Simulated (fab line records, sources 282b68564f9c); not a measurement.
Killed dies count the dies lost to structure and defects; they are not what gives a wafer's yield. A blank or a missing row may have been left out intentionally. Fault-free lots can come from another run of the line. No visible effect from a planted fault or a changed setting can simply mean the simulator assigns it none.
Which tool was responsible? + flow rit_cmos + 12 lots with 36 wafers sampled at 3 steps, on a route of 202 steps

== WHAT EACH GAUGE READ, for each wafer ==
RIT_NWELL_TW_MEAS_10.
| lot  | measured    | on            | NWELL_TW       |
|------|-------------|---------------|----------------|
| L568 | day 1 21:41 | film_metro-04 | 2164 2168 2160 |
| L569 | day 2 02:04 | film_metro-04 | 2146 2148 2140 |
| L570 | day 2 08:26 | film_metro-01 | 2095 2105 2105 |
| L578 | day 4 01:14 | film_metro-04 | 2012 2018 2019 |
| L579 | day 4 07:32 | film_metro-04 | 2023 2012 2017 |
| L581 | day 4 21:25 | film_metro-04 | 2174 2171 2164 |
| L582 | day 4 23:57 | film_metro-03 | 2131 2137 2134 |
| L583 | day 5 04:55 | film_metro-01 | 2105 2100 2096 |
| L584 | day 5 07:21 | film_metro-04 | 2158 2159 2160 |
| L587 | day 5 20:04 | film_metro-04 | 2169 2164 2168 |
| L588 | day 6 01:26 | film_metro-04 | 2157 2150 2150 |
| L591 | day 6 18:33 | film_metro-03 | 2144 2153 2134 |

RIT_WELLDRIVE_RS_MEAS_01: the measuring method here is four-point-probe.
| lot  | measured    | on            | NWELL_RS (ohm/sq) |
|------|-------------|---------------|-------------------|
| L568 | day 2 04:24 | film_metro-01 | 274.8 274.3 274.3 |
| L569 | day 2 08:53 | film_metro-04 | 274.0 274.0 274.7 |
| L570 | day 2 15:16 | film_metro-04 | 274.3 273.6 274.7 |
| L578 | day 4 09:29 | film_metro-04 | 277.6 278.5 278.0 |
| L579 | day 4 14:46 | film_metro-04 | 278.3 278.3 277.9 |
| L581 | day 5 04:07 | film_metro-01 | 274.9 275.4 275.2 |
| L582 | day 5 06:56 | film_metro-01 | 276.2 276.3 275.8 |
| L583 | day 5 11:46 | film_metro-03 | 274.8 274.8 275.4 |
| L584 | day 5 14:09 | film_metro-03 | 276.0 276.1 276.8 |
| L587 | day 6 02:53 | film_metro-01 | 274.2 275.1 275.4 |
| L588 | day 6 08:10 | film_metro-04 | 275.4 274.8 273.7 |
| L591 | day 7 01:23 | film_metro-04 | 274.1 273.9 274.6 |

== EACH LOT AND THE TOOL THAT RAN IT (in order: tool; ch and the chambers of the sampled wafers; start) ==
| lot  | RIT_NWELL_IMPLANT_08           |
|------|--------------------------------|
| L568 | implanter-04 ch 0, day 1 21:22 |
| L569 | implanter-04 ch 0, day 2 01:45 |
| L570 | implanter-04 ch 0, day 2 08:08 |
| L578 | implanter-03 ch 0, day 4 00:57 |
| L579 | implanter-03 ch 0, day 4 07:13 |
| L581 | implanter-02 ch 0, day 4 21:07 |
| L582 | implanter-02 ch 0, day 4 23:38 |
| L583 | implanter-04 ch 0, day 5 04:36 |
| L584 | implanter-02 ch 0, day 5 07:02 |
| L587 | implanter-04 ch 0, day 5 19:44 |
| L588 | implanter-04 ch 0, day 6 01:09 |
| L591 | implanter-02 ch 0, day 6 18:14 |
- RIT_NWELL_IMPLANT_08

== AS READ BY THE TOOLS THEMSELVES (means over the sampled wafers that have a number; for cases with no such wafer, the mark the record gives instead) ==
RIT_NWELL_IMPLANT_08.
| lot  | tool         | beam_energy_keV | beam_on_s (s) | dose_ions_cm2 | end_station_pressure_torr (Torr) | faraday_current_uA |
|------|--------------|-----------------|---------------|---------------|----------------------------------|--------------------|
| L568 | implanter-04 | 169.96          | 9.86          | 5.001e+13     | 5.17e-06                         | 160                |
| L569 | implanter-04 | 170.03          | 10.16         | 4.999e+13     | 4.87e-06                         | 155                |
| L570 | implanter-04 | 170.05          | 10.18         | 5.005e+13     | 5.31e-06                         | 156                |
| L578 | implanter-03 | 119.00          | 9.94          | 4.997e+13     | 5.15e-06                         | 159                |
| L579 | implanter-03 | 118.98          | 9.91          | 4.991e+13     | 5.08e-06                         | 160                |
| L581 | implanter-02 | 169.95          | 9.80          | 5.000e+13     | 4.95e-06                         | 162                |
| L582 | implanter-02 | 170.04          | 9.95          | 4.994e+13     | 5.18e-06                         | 160                |
| L583 | implanter-04 | 169.97          | 10.06         | 4.998e+13     | 5.11e-06                         | 158                |
| L584 | implanter-02 | 169.96          | 9.90          | 5.005e+13     | 4.94e-06                         | 161                |
| L587 | implanter-04 | 170.04          | 10.13         | 5.002e+13     | 5.12e-06                         | 156                |
| L588 | implanter-04 | 170.03          | 10.00         | 5.000e+13     | 5.28e-06                         | 158                |
| L591 | implanter-02 | 170.07          | 10.20         | 4.994e+13     | 5.10e-06                         | 156                |

== THE ANSWER, worked out from the rows above alone ==
Rule: what is usual is taken from the lots themselves. The widest of any qualifying gaps counts: lots, ordered by their means at a reading, are off when they make up no more than a third of the lots, leave a main group of 4 or more, and stand apart from it by 3 or more times the standard deviation of that group's means. If all means in a main group match to the digits the tables above print for the reading, that group is not used. Also off: a lot with no number at a reading for which 4 or more lots have one. Where the step has rows for the other lots, those lots are counted as sound. After the gauges, taken in route order, come the tools' own readings; for these a lot's mean is taken, as printed above. At the first step where some lot is off, the reading lying furthest off is the one used; lots without a number count as furthest.
Off: at RIT_NWELL_TW_MEAS_10 (NWELL_TW), L578, L579. The main group has a mean of 2144 with a standard deviation of 24.
If a tool, at a process step before that reading, ran all the lots that are off and no sound lot after the first of them, it fits. The gauges at RIT_NWELL_TW_MEAS_10 aren't tried: what is off there is off at RIT_NWELL_IMPLANT_08 too, on other tools, and a gauge's error can't cause that. One candidate fits, namely implanter-03 at RIT_NWELL_IMPLANT_08. It ran no sound lot before its first lot that is off in this sample, so the start can't be narrowed down.
The tool's own readings at RIT_NWELL_IMPLANT_08 bear it out: on the lots that are off they differ by more than 5 times the standard deviation of the sound lots' means. beam_energy_keV reads 118.99 there against 170.01 on the sound lots.

== WHAT THE SIMULATOR HAD INSERTED ==
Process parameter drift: implanter-03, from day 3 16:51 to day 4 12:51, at RIT_NWELL_IMPLANT_08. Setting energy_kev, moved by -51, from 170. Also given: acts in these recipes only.
Struck lots among those shown: L578, L579. The rule above found the same.
